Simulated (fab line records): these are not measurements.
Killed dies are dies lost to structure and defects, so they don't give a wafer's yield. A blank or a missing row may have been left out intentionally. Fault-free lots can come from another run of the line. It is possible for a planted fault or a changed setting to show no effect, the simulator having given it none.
Which tool did it? | flow rit-cmos | 14 lots, 42 wafers sampled, at 1 step of a route of 202

== WHAT THE GAUGES SHOWED, per wafer ==
Not one reading of a measure or inspect step in the record can be checked against a usual standard deviation.

== TOOL THAT RAN EACH LOT (tool first, then ch and the chambers of the sampled wafers, then the start) ==
lot  | RIT_PWELL_STRIP_09
L618 | plasma-asher-04 ch 0,1, day 2 02:52
L619 | plasma-asher-02 ch 0, day 2 08:46
L620 | plasma-asher-04 ch 1, day 2 14:49
L622 | plasma-asher-04 ch 0,1, day 2 23:46
L623 | plasma-asher-04 ch 0,1, day 3 03:30
L626 | plasma-asher-02 ch 0,1, day 3 18:42
L627 | plasma-asher-02 ch 0,1, day 3 22:54
L629 | plasma-asher-02 ch 0,1, day 4 10:40
L633 | plasma-asher-02 ch 0,1, day 5 04:55
L634 | plasma-asher-02 ch 0,1, day 5 11:26
L635 | plasma-asher-04 ch 0,1, day 5 14:05
L637 | plasma-asher-04 ch 0,1, day 6 13:22
L640 | plasma-asher-02 ch 0,1, day 6 18:19
L641 | plasma-asher-02 ch 0,1, day 7 03:11
- RIT_PWELL_STRIP_09: strips in O2, time 180 s.

== AS READ BY THE TOOLS THEMSELVES (means over the sampled wafers that have a number; for cases with no such wafer, the mark the record gives instead) ==
RIT_PWELL_STRIP_09.
lot  | tool            | drypump-motor-current-A (A) | o2-flow-sccm (sccm)
L618 | plasma-asher-04 | 5.7                         | 4000
L619 | plasma-asher-02 | 5.1                         | 4002
L620 | plasma-asher-04 | 5.6                         | 3988
L622 | plasma-asher-04 | 5.7                         | 3992
L623 | plasma-asher-04 | 5.8                         | 3988
L626 | plasma-asher-02 | 6.1                         | 4001
L627 | plasma-asher-02 | 6.1                         | 4017
L629 | plasma-asher-02 | 6.1                         | 4002
L633 | plasma-asher-02 | 5.6                         | 3994
L634 | plasma-asher-02 | 6.1                         | 4008
L635 | plasma-asher-04 | 5.8                         | 4534
L637 | plasma-asher-04 | 5.8                         | 4525
L640 | plasma-asher-02 | 5.6                         | 4006
L641 | plasma-asher-02 | 5.6                         | 3990

== THE ANSWER, worked out from the rows above alone ==
Rule: the lots themselves supply what counts as usual. Put in order of their means at a reading, lots are off if they are a third of the lots or fewer, leave a main group of 4 or more, and stand apart from it by a gap of 3 or more times the standard deviation of the main group's means; of several such gaps the widest counts. The tables above print the reading to a certain number of digits; a main group whose means all agree to those digits is not used. Also off: a lot with no number at a reading for which 4 or more lots have one. Any other lot the step has rows for is counted as sound. The gauges are gone through in route order, then the tools' own readings, and for those a lot's mean is taken as printed above. The first step at which some lot is off is used, and at that step the reading that is off furthest; a lot without a number counts as furthest.
Off, at RIT_PWELL_STRIP_09 on o2-flow-sccm: L635, L637. The main group has a mean of 3999 sccm with a standard deviation of 8.5.
If a tool, at that step or one of the process steps before it, ran each lot that is off and ran no sound lot following the first of them, it fits. One candidate fits, namely plasma-asher-04 at RIT_PWELL_STRIP_09. Its last sound lot is L623 (day 3 03:30), its first lot that is off L635 (day 5 14:05): a fault that began between those two fits.
The tool's own readings at RIT_PWELL_STRIP_09 bear it out: on the lots that are off they differ by more than 5 times the standard deviation of the sound lots' means. o2-flow-sccm reads 4530 sccm there against 3999 sccm on the sound lots.

== WHAT WAS PUT IN BY THE SIMULATOR ==
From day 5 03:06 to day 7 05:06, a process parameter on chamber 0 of plasma-asher-04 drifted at RIT_PWELL_STRIP_09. Setting o2-flow-sccm shifted by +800 from 4000. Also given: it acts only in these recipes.
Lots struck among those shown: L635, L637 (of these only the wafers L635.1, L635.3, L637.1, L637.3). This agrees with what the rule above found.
